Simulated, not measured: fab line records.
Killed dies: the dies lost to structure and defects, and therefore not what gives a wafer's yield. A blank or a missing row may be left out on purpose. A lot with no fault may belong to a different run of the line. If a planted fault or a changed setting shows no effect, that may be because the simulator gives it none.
fab line records | flow berkeley-cmos170
[record] lots = 6 wafers = 18 last-day = 11
route steps=331 shown PWELL@53 WELLDRIVE@55 ACTIVE@60
lots with no fault: from the same line, run without faults
start-h: hours from the record's first day to the start of the lot's first wafer shown | wait-h: hours elapsed since this lot's preceding step | " unchanged from the row above | L1.1+2: a single row standing in for several wafers | - value missing, or start not given | * or withheld: withheld | < > ~ a bound
route shown NAME@n: names a module that has steps shown in the file, with the first one's number in the route | usual: average and standard deviation across the fault-free wafers | same: alike in all rows | chamber/n: place in a boat | sites: per-site readings | _std_site: the values' standard deviation | _edge_site: mean of outer sites minus mean of inner sites | radius-mm: how far each site lies from the wafer's centre | mask NAME#n: copy n | behind: tool/chamber where the wafer was last shaped | hold: reason for holding the lot/hours on hold/outcome of the hold | device: names the non-switching transistor (n, p or np) | end of line: at the end of the route, the tests of the same wafers | a step without rows: its recipe alone | killed: dies that structure and defects cost at the first sort, which is not the same as the wafer's yield | map: a wafer's dies, marking killed ones x, the rest . and places with no die _
set.NAME: the run value of the setting; set.NAME@STEP: its run value at that earlier step | model.NAME: the simulator's own value behind a step, which no gauge read
certain route steps with their lots: each step a table, each wafer a row
services: a tool's chamber out of use, with start hour (start-h, from the record's first day; less than 0 if before it), hours out, and reason
[[steps]]
[step UCB170_PWELL_WET_ETCH_19]
[recipe] chemistry = H3PO4 target = Si3N4 temp-c = 160 time-s = 14400
[step UCB170_PWELL_WET_ETCH_20]
[recipe] chemistry = BOE dilution = 5:1 target = SiO2 temp-c = 25 time-s = 22
[step UCB170_WELLDRIVE_CLEAN_00]
[recipe] chemistry = SPM temp-c = 120 time-s = 600
[step UCB170_WELLDRIVE_OXIDATION_01]
[recipe] temp-c = 1100 ambient = O2 target-thk-a = 1990 ox-time-s = 9000
[step UCB170_WELLDRIVE_THK_MEAS_02]
[recipe] reads = SiO2_of_WELLDRIVE_OXIDATION_01
[usual] WELLDRIVE_OXIDE_THK = 200/4
// columns lot.wafer tool chamber start-h wait-h WELLDRIVE_OXIDE_THK[nm]
L904.1 film-metro-04 - 64.44 0.0 205
L904.2 " - " " 204
L904.5 " - " " 205
L907.1 film-metro-03 - 69.36 0.0 197
L907.3 " - " " 197
L907.4 " - " " 199
L910.1 film-metro-04 - 94.78 0.0 198
L910.2 " - " " 197
L910.3 " - " " 197
L921.1 film-metro-03 - 146.70 0.0 196
L921.2 " - " " 194
L921.6 " - " " 193
L920.3 film-metro-02 - 146.72 0.0 198
L920.4 " - " " 196
L920.5 " - " " 202
L922.2 film-metro-03 - 150.71 0.0 199
L922.3 " - " " 202
L922.4 " - " " 199
[step UCB170_WELLDRIVE_ANNEAL_03]
[recipe] temp-c = 1100 time-s = 900 ambient = N2
[step UCB170_WELLDRIVE_WET_ETCH_04]
[recipe] chemistry = BOE dilution = 5:1 target = SiO2 temp-c = 25 time-s = 120
[step UCB170_ACTIVE_CLEAN_00]
[recipe] chemistry = SPM temp-c = 120 time-s = 600
[step UCB170_ACTIVE_CLEAN_01]
[recipe] chemistry = dHF dilution = 25:1 time-s = 60
[step UCB170_ACTIVE_OXIDATION_02]
[recipe] temp-c = 1000 ambient = O2 target-thk-a = 264 ox-time-s = 1260
[step UCB170_ACTIVE_THK_MEAS_03]
[recipe] reads = SiO2_of_ACTIVE_OXIDATION_02
[usual] ACTIVE_OXIDE_THK = 26.5/0.41
// columns lot.wafer tool chamber start-h wait-h ACTIVE_OXIDE_THK[nm]
L904.1 film-metro-01 - 75.47 0.0 26.1
L904.2 " - " " 26.2
L904.5 " - " " 26.7
L907.1 film-metro-04 - 75.50 0.0 26.1
L907.3 " - " " 25.9
L907.4 " - " " 26.1
L910.1 film-metro-04 - 102.99 0.0 26.8
L910.2 " - " " 26.7
L910.3 " - " " 27.0
L921.1 film-metro-02 - 154.63 0.0 26.4
L921.2 " - " " 26.3
L921.6 " - " " 26.0
L920.3 film-metro-04 - 154.65 0.0 26.9
L920.4 " - " " 27.0
L920.5 " - " " 26.2
L922.2 film-metro-04 - 161.24 0.0 26.4
L922.3 " - " " 26.7
L922.4 " - " " 26.4
[step UCB170_ACTIVE_ANNEAL_04]
[recipe] temp-c = 1000 time-s = 900 ambient = N2
[step UCB170_ACTIVE_CVD_05]
[recipe] material = Si3N4 target-thk-nm = 220 temp-c = 800 precursor = SiH2Cl2/NH3 time-s = 3300 pressure-mtorr = 205.6 sih2cl2-flow-sccm = 25 nh3-flow-sccm = 75
[usual] spike-tc-load-C = 825/4.1
// columns lot.wafer tool chamber start-h wait-h spike-tc-load-C
L904.1 lpcvd-02 1 81.88 0.0 830
L904.2 " 1 " " 829
L904.5 " 1 " " 828
L907.1 lpcvd-02 0 81.88 0.0 829
L907.3 " 0 " " 828
L907.4 " 0 " " 827
L907.1 lpcvd-02 0 83.96 0.2 829
L907.3 " 0 " " 829
L907.4 " 0 " " 829
L910.1 lpcvd-02 0 107.94 0.7 830
L910.2 " 0 " " 829
L910.3 " 0 " " 828
L910.1 lpcvd-01 0 112.01 1.2 820
L910.2 " 0 " " 820
L910.3 " 0 " " 821
L920.3 lpcvd-01 1 161.30 3.4 819
L920.4 " 1 " " 821
L920.5 " 1 " " 821
L921.1 lpcvd-01 0 161.30 3.4 820
L921.2 " 0 " " 821
L921.6 " 0 " " 822
L922.2 lpcvd-01 1 165.24 0.0 820
L922.3 " 1 " " 821
L922.4 " 1 " " 821
[step UCB170_ACTIVE_THK_MEAS_06]
[recipe] reads = Si3N4_of_ACTIVE_CVD_05
[usual] ACTIVE_NITRIDE_THK = 222.1/2.1
// columns lot.wafer tool chamber start-h wait-h ACTIVE_NITRIDE_THK[nm]
L904.1 film-metro-01 - 83.79 0.0 221.8
L904.2 " - " " 220.6
L904.5 " - " " 221.5
L907.1 film-metro-02 - 85.88 0.0 448.4
L907.3 " - " " 447.9
L907.4 " - " " 448.4
L910.1 film-metro-04 - 114.88 0.0 445.1
L910.2 " - " " 441.3
L910.3 " - " " 444.3
L921.1 film-metro-04 - 163.22 0.0 224.0
L921.2 " - " " 222.8
L921.6 " - " " 221.3
L920.3 film-metro-02 - 163.24 0.0 218.2
L920.4 " - " " 216.8
L920.5 " - " " 218.6
L922.2 film-metro-04 - 167.16 0.0 220.0
L922.3 " - " " 219.9
L922.4 " - " " 220.5
[step UCB170_ACTIVE_HMDS_07]
[recipe] prime-time-s = 60 prime-temp-c = 100
[step UCB170_ACTIVE_COAT_08]
[recipe] resist = KrF spin-rpm = 1500 resist-thk-nm = 900
[step UCB170_ACTIVE_SOFTBAKE_09]
[recipe] resist = KrF temp-c = 130 time-s = 60
[step UCB170_ACTIVE_EXPOSE_10]
[recipe] mask-id = ACTIVE target-cd-nm = 1200 na = 0.5 sigma-outer = 0.6 source-shape = conventional dose-mj = 20
[step UCB170_ACTIVE_PEB_11]
[recipe] peb-temp-c = 130 peb-time-s = withheld resist = KrF
[step UCB170_ACTIVE_DEVELOP_12]
[recipe] developer = TMAH develop-time-s = 45 resist = KrF dev-temp-c = 21
[step UCB170_ACTIVE_CD_MEAS_13]
[recipe] target-cd-nm = 1200
[usual] cd-nm = 1199.9/1.2
// columns lot.wafer tool chamber start-h wait-h cd-nm
L904.1 cd-sem-02 - 84.86 - 1201.9
L904.2 " - " " 1200.7
L904.5 " - " " 1199.9
L907.1 cd-sem-01 - 87.30 - 1199.7
L907.3 " - " " 1200.6
L907.4 " - " " 1198.9
L910.1 cd-sem-02 - 116.19 - 1200.4
L910.2 " - " " 1198.8
L910.3 " - " " 1199.9
L920.3 cd-sem-01 - 164.16 - 1199.3
L920.4 " - " " 1198.8
L920.5 " - " " 1198.1
L921.1 cd-sem-02 - 164.36 - 1198.9
L921.2 " - " " 1198.7
L921.6 " - " " 1199.4
L922.2 cd-sem-01 - 168.08 - 1199.8
L922.3 " - " " 1199.7
L922.4 " - " " 1199.2
[step UCB170_ACTIVE_OVL_MEAS_14]
[usual] ACTIVE_OVL = 4/5
// columns lot.wafer tool chamber start-h wait-h ACTIVE_OVL[nm]
L904.1 overlay-02 - 84.98 0.1 2
L904.2 " - " " -2
L904.5 " - " " 1
L907.1 overlay-01 - 87.42 0.1 1
L907.3 " - " " 6
L907.4 " - " " 6
L910.1 overlay-01 - 116.31 0.1 4
L910.2 " - " " -1
L910.3 " - " " 2
L920.3 overlay-01 - 164.25 0.1 2
L920.4 " - " " 1
L920.5 " - " " 3
L921.1 overlay-02 - 164.48 0.1 -1
L921.2 " - " " -5
L921.6 " - " " 0
L922.2 overlay-01 - 168.18 0.1 0
L922.3 " - " " 3
L922.4 " - " " 8
[step UCB170_ACTIVE_ETCH_15]
[recipe] chemistry = CH3F/Ar/O2 target = Si3N4 stop-on = SiO2 CH3F_flow_sccm = 20 Ar_flow_sccm = 50 O2_flow_sccm = 7 pressure-mtorr = 50 rf-w = 450 target-depth-a = 2420 over-etch-frac = 0.1 time-s = 151
[usual] drypump-motor-current-A = 5.5/0.47 oes-product-au = 0.945/0.015 throttle-valve-pct = 8.07/0.11
// columns lot.wafer tool chamber start-h wait-h drypump-motor-current-A oes-product-au rf-hours-counter-h throttle-valve-pct model.etch.depth-nm
L904.1 rie-diel-01 3 85.02 0.0 5.0 0.937 65 7.91 221.5
L904.2 " 0 " " 5.4 0.956 9 8.24 220.5
L904.5 " 2 " " 4.7 0.932 - 8.01 221.5
L907.1 rie-diel-04 0 87.46 0.0 6.3 0.984 52 8.07 242.6
L907.3 " 1 " " 5.9 0.988 121 8.16 250.6
L907.4 " 2 " " 5.7 1.004 - 8.03 244.4
L910.1 rie-diel-04 1 116.34 0.0 5.9 0.986 121 8.16 249
L910.2 " 0 " " 6.3 0.987 54 8.06 241.7
L910.3 " 2 " " 5.7 0.999 107 8.03 242.9
L920.3 rie-diel-01 2 164.27 0.0 4.7 0.926 19 8.00 218.4
L920.4 " 1 " " 5.2 0.934 19 8.20 216.8
L920.5 " 1 " " 5.3 0.936 - 8.17 218.5
L921.1 rie-diel-04 1 164.52 0.0 5.9 0.928 124 8.17 224.1
L921.2 " 2 " " 5.6 0.937 110 8.01 222.7
L921.6 " 0 " " 6.3 0.930 - 8.05 221.3
L922.2 rie-diel-03 3 168.21 0.0 5.6 0.963 37 7.95 220
L922.3 " 0 " " 5.8 0.967 80 8.05 219.6
L922.4 " 2 " " 6.0 0.938 34 7.94 220.4
[step UCB170_ACTIVE_STRIP_16]
[recipe] chemistry = O2 power-w = 400 pressure-mtorr = 3500 platen-temp-c = withheld o2-flow-sccm = 400 overash-fraction = 0.5
[usual] drypump-motor-current-A = 5.7/0.67 oes-product-au = 0.721/0.0043 strip-time-to-endpoint-s = 18.06/0.092
// columns lot.wafer tool chamber start-h wait-h drypump-motor-current-A oes-product-au rf-hours-counter-h strip-time-to-endpoint-s
L904.1 plasma-asher-01 0 85.12 0.1 6.7 0.728 29 18.09
L904.2 " 1 " " 5.8 0.711 29 18.11
L904.5 " 1 " " 5.8 0.725 - 18.10
L907.1 plasma-asher-02 1 87.56 0.1 4.8 0.722 38 18.10
L907.3 " 1 " " 4.8 0.718 - 18.01
L907.4 " 0 " " 5.4 0.719 - 18.09
L910.1 plasma-asher-01 1 116.44 0.1 5.8 0.721 32 17.90
L910.2 " 0 " " 6.7 0.718 32 18.12
L910.3 " 1 " " 5.8 0.721 - 18.08
L920.3 plasma-asher-02 1 164.41 0.1 4.8 0.719 - 18.16
L920.4 " 0 " " 5.4 0.720 - 17.99
L920.5 " 1 " " 4.8 0.722 - 18.07
L921.1 plasma-asher-01 1 164.62 0.1 5.8 0.718 37 17.99
L921.2 " 0 " " 6.6 0.728 37 18.06
L921.6 " 1 " " 5.9 0.718 - 17.98
L922.2 plasma-asher-02 0 168.31 0.1 5.4 0.725 46 18.18
L922.3 " 0 " " 5.4 0.720 - 18.09
L922.4 " 1 " " 4.8 0.716 - 18.01
[[services]]
// columns tool chamber start-h hours kind
plasma-asher-01 - 60.00 4.0 pm
lpcvd-02 - 80.77 0.9 repair
rie-diel-04 3 81.72 6.4 repair
rie-diel-04 1 154.22 3.6 repair
[[key]]
[first-sign] step = UCB170_ACTIVE_CVD_05 reading = visit direction = added
[effect] step = UCB170_ACTIVE_THK_MEAS_06 reading = ACTIVE_NITRIDE_THK direction = up sigmas = 99+ usual = 222.1 struck = 445.9
[effect] step = UCB170_ACTIVE_ETCH_15 reading = oes-product-au direction = up sigmas = 3 usual = 0.945 struck = 0.991
[model-effect] step = UCB170_ACTIVE_ETCH_15 value = etch.depth-nm without = 223.2 struck = 245.2
met-at UCB170_ACTIVE_CVD_05
struck-wafers L907.1,L907.3,L907.4,L910.1,L910.2,L910.3
later-rows-left-out L907.1,L907.3,L907.4,L910.1,L910.2,L910.3
sort-left-out L907.1,L907.3,L907.4,L910.1,L910.2,L910.3
tester-left-out L907,L910
[fault] kind = repeated-step-whole tool = lpcvd-01,lpcvd-02 chamber = - onset-h = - steps = UCB170_ACTIVE_CVD_05 times = 1 scope = struck-lots-only
// tester-left-out: of these lots the tester's yield and bins aren't shown, on N5 and GAA mostly nor the transistor test; their killed dies are dies lost to structure and defects alone, not to doping, threshold or leakage, so they don't give the yield
// sort-left-out: the simulated sort isn't trusted on such a fault, so these wafers' sort isn't shown, and their yield isn't known
// later-rows-left-out: the simulator's readings of these wafers behind a module that went badly wrong aren't trusted and aren't shown, but for the sort
